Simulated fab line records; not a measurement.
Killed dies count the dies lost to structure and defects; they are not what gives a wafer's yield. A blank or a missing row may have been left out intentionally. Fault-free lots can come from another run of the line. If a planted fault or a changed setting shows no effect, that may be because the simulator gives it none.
Split-lot study :: flow ritCmos :: route with 202 steps; 5 lots, 27 wafers read

THE SPLIT
At RIT_GATE_CVD_08 (deposits poly-Si from SiH4, target thk 250 nm, time 2220 s), the setting timeS was moved away from the recipe's 2220 s on 6 of the 27 wafers read, by +48.4%. The other wafers ran this setting at the recipe's value.

FROM THE SPLIT TO THE READING: what the file shows between them, 4 steps
- RIT_GATE_THK_MEAS_09
- RIT_GATE_HMDS_10: prime time 60 s
- RIT_GATE_COAT_11: resist thk 850 nm
- RIT_GATE_HARDBAKE_18: time 60 s

THE READING
oesProductAu, in a.u., at RIT_GATE_ETCH_19 (etches poly-Si in SF6/CHF3/O2, stops on SiO2, time 165 s, target depth 312.5 nm). Fault-free wafers of this fab line usually give 0.845 a.u., standard deviation 0.013 a.u.

wafer: L074.1
tool, chamber at the split: -, -
timeS as run, s: 2220
against the recipe: recipe
oesProductAu, a.u.: 0.851
against lot-mates on the recipe: -

wafer: L074.2
tool, chamber at the split: -, -
timeS as run, s: 2220
against the recipe: recipe
oesProductAu, a.u.: 0.850
against lot-mates on the recipe: -

wafer: L074.3
tool, chamber at the split: -, -
timeS as run, s: 2220
against the recipe: recipe
oesProductAu, a.u.: 0.836
against lot-mates on the recipe: -

wafer: L074.4
tool, chamber at the split: -, -
timeS as run, s: 2220
against the recipe: recipe
oesProductAu, a.u.: 0.866
against lot-mates on the recipe: -

wafer: L074.5
tool, chamber at the split: -, -
timeS as run, s: 2220
against the recipe: recipe
oesProductAu, a.u.: 0.847
against lot-mates on the recipe: -

wafer: L074.6
tool, chamber at the split: -, -
timeS as run, s: 2220
against the recipe: recipe
oesProductAu, a.u.: 0.850
against lot-mates on the recipe: -

wafer: L075.1
tool, chamber at the split: -, -
timeS as run, s: 2220
against the recipe: recipe
oesProductAu, a.u.: 0.851
against lot-mates on the recipe: -

wafer: L075.2
tool, chamber at the split: -, -
timeS as run, s: 2220
against the recipe: recipe
oesProductAu, a.u.: 0.861
against lot-mates on the recipe: -

wafer: L075.3
tool, chamber at the split: -, -
timeS as run, s: 2220
against the recipe: recipe
oesProductAu, a.u.: 0.834
against lot-mates on the recipe: -

wafer: L075.4
tool, chamber at the split: -, -
timeS as run, s: 2220
against the recipe: recipe
oesProductAu, a.u.: 0.841
against lot-mates on the recipe: -

wafer: L075.5
tool, chamber at the split: -, -
timeS as run, s: 2220
against the recipe: recipe
oesProductAu, a.u.: 0.849
against lot-mates on the recipe: -

wafer: L075.6
tool, chamber at the split: -, -
timeS as run, s: 2220
against the recipe: recipe
oesProductAu, a.u.: 0.851
against lot-mates on the recipe: -

wafer: L076.1
tool, chamber at the split: -, -
timeS as run, s: 2220
against the recipe: recipe
oesProductAu, a.u.: 0.840
against lot-mates on the recipe: -

wafer: L076.2
tool, chamber at the split: -, -
timeS as run, s: 2220
against the recipe: recipe
oesProductAu, a.u.: 0.848
against lot-mates on the recipe: -

wafer: L076.3
tool, chamber at the split: -, -
timeS as run, s: 2220
against the recipe: recipe
oesProductAu, a.u.: 0.831
against lot-mates on the recipe: -

wafer: L076.4
tool, chamber at the split: -, -
timeS as run, s: 2220
against the recipe: recipe
oesProductAu, a.u.: 0.840
against lot-mates on the recipe: -

wafer: L076.5
tool, chamber at the split: -, -
timeS as run, s: 2220
against the recipe: recipe
oesProductAu, a.u.: 0.837
against lot-mates on the recipe: -

wafer: L076.6
tool, chamber at the split: -, -
timeS as run, s: 2220
against the recipe: recipe
oesProductAu, a.u.: 0.846
against lot-mates on the recipe: -

wafer: L083.1
tool, chamber at the split: -, -
timeS as run, s: 3294
against the recipe: +48.4%
oesProductAu, a.u.: 0.983
against lot-mates on the recipe: no lot-mate on the recipe

wafer: L083.2
tool, chamber at the split: -, -
timeS as run, s: 3294
against the recipe: +48.4%
oesProductAu, a.u.: 0.999
against lot-mates on the recipe: no lot-mate on the recipe

wafer: L083.3
tool, chamber at the split: -, -
timeS as run, s: 3294
against the recipe: +48.4%
oesProductAu, a.u.: 0.975
against lot-mates on the recipe: no lot-mate on the recipe

wafer: L083.4
tool, chamber at the split: -, -
timeS as run, s: 3294
against the recipe: +48.4%
oesProductAu, a.u.: 0.989
against lot-mates on the recipe: no lot-mate on the recipe

wafer: L083.5
tool, chamber at the split: -, -
timeS as run, s: 3294
against the recipe: +48.4%
oesProductAu, a.u.: 0.998
against lot-mates on the recipe: no lot-mate on the recipe

wafer: L083.6
tool, chamber at the split: -, -
timeS as run, s: 3294
against the recipe: +48.4%
oesProductAu, a.u.: 0.985
against lot-mates on the recipe: no lot-mate on the recipe

wafer: L085.1
tool, chamber at the split: lpcvd-02, 1
timeS as run, s: 2220
against the recipe: recipe
oesProductAu, a.u.: 0.840
against lot-mates on the recipe: -

wafer: L085.2
tool, chamber at the split: lpcvd-02, 1
timeS as run, s: 2220
against the recipe: recipe
oesProductAu, a.u.: 0.828
against lot-mates on the recipe: -

wafer: L085.3
tool, chamber at the split: lpcvd-02, 1
timeS as run, s: 2220
against the recipe: recipe
oesProductAu, a.u.: 0.866
against lot-mates on the recipe: -

FIT RESULTS
A straight line over all 27 wafers: oesProductAu changes by +0.00294 a.u. for each +1% of timeS; r = +0.99; the points scatter about the line by 0.01 a.u.
Too few moved wafers with a lot-mate on the recipe to fit a line net of each lot's own level.

THE WHOLE CHAIN: every reading that the file lists as answering this split, in the file's order
step: RIT_GATE_CVD_08
what it does: deposits poly-Si from SiH4, target thk 250 nm, time 2220 s
reading: poly-Si_of_GATE_CVD_08.thkNm (the simulator's own value, which no gauge read)
change (the file's fit): +2.54 nm for each +1% of the setting
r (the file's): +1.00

step: RIT_GATE_THK_MEAS_09
what it does: 
reading: GATE_POLY_THK
change (the file's fit): +2.54 for each +1% of the setting
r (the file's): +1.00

step: RIT_GATE_ETCH_19
what it does: etches poly-Si in SF6/CHF3/O2, stops on SiO2, time 165 s, target depth 312.5 nm
reading: oesProductAu
change (the file's fit): +0.00294 a.u. for each +1% of the setting
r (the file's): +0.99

step: RIT_GATE_ETCH_19
what it does: etches poly-Si in SF6/CHF3/O2, stops on SiO2, time 165 s, target depth 312.5 nm
reading: GATE.featureDepthNm (the simulator's own value, which no gauge read)
change (the file's fit): +1.17 nm for each +1% of the setting
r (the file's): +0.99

step: RIT_GATE_ETCH_19
what it does: etches poly-Si in SF6/CHF3/O2, stops on SiO2, time 165 s, target depth 312.5 nm
reading: etch.depthNm (the simulator's own value, which no gauge read)
change (the file's fit): +1.17 nm for each +1% of the setting
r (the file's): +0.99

FILE'S OWN FIT
oesProductAu changes by +0.00294 a.u. for each +1% of timeS, r = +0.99.
